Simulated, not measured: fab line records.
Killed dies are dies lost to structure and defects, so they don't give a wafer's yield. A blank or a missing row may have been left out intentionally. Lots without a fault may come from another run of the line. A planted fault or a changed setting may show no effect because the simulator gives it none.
What tool caused it? + flow berkeley_cmos170 + 21 wafers from 7 lots sampled at 3 of the route's 331 steps

== WHAT EACH GAUGE READ, for each wafer ==
UCB170_SDANNEAL_RS_MEAS_04: a four-point-probe measurement.
| lot  | measured     | on            | PLDD_RS (ohm/sq) |
|------|--------------|---------------|------------------|
| L435 | day 8 09:47  | film_metro-03 | 1029 1028 1028   |
| L439 | day 8 12:16  | film_metro-02 | 1035 1036 1032   |
| L441 | day 9 00:55  | film_metro-03 | 1029 1034 1033   |
| L440 | day 9 00:29  | film_metro-01 | 1034 1032 1033   |
| L449 | day 10 08:35 | film_metro-03 | 1030 1030 1029   |
| L453 | day 11 07:04 | film_metro-01 | 1030 1026 1026   |
| L458 | day 12 08:22 | film_metro-03 | 1030 1032 1030   |

== WHAT TOOL EACH LOT RAN ON (gives the tool, then ch and the chambers of the sampled wafers, and finally the start) ==
| lot  | UCB170_PLDD_IMPLANT_08          | UCB170_NLDD_STRIP_10                 |
|------|---------------------------------|--------------------------------------|
| L435 | implanter-04 ch 0, day 7 13:58  | plasma_asher-01 ch 0,1, day 7 16:35  |
| L439 | implanter-03 ch 0, day 7 21:16  | plasma_asher-01 ch 0,1, day 7 23:20  |
| L441 | implanter-02 ch 0, day 8 09:29  | plasma_asher-02 ch 0,1, day 8 12:04  |
| L440 | implanter-04 ch 0, day 8 08:28  | plasma_asher-01 ch 0,1, day 8 11:47  |
| L449 | implanter-04 ch 0, day 9 18:40  | plasma_asher-04 ch 0,1, day 9 20:58  |
| L453 | implanter-02 ch 0, day 10 13:16 | plasma_asher-04 ch 0,1, day 10 15:21 |
| L458 | implanter-02 ch 0, day 11 19:00 | plasma_asher-01 ch 0,1, day 11 21:11 |
- UCB170_PLDD_IMPLANT_08
- UCB170_NLDD_STRIP_10: strips in O2.

== THE ANSWER, worked out from the rows above alone ==
Rule: what is usual is taken from the lots themselves. The widest of any qualifying gaps counts: lots, ordered by their means at a reading, are off when they make up no more than a third of the lots, leave a main group of 4 or more, and stand apart from it by 3 or more times the standard deviation of that group's means. A main group whose means are all the same, to the digits that the tables above print for the reading, isn't used. Also off: a lot with no number at a reading for which 4 or more lots have one. Where the step has rows for the other lots, those lots are counted as sound.
No lot is off on any of the readings shown, so nothing can be concluded from this.

== WHAT THE SIMULATOR HAD PUT IN ==
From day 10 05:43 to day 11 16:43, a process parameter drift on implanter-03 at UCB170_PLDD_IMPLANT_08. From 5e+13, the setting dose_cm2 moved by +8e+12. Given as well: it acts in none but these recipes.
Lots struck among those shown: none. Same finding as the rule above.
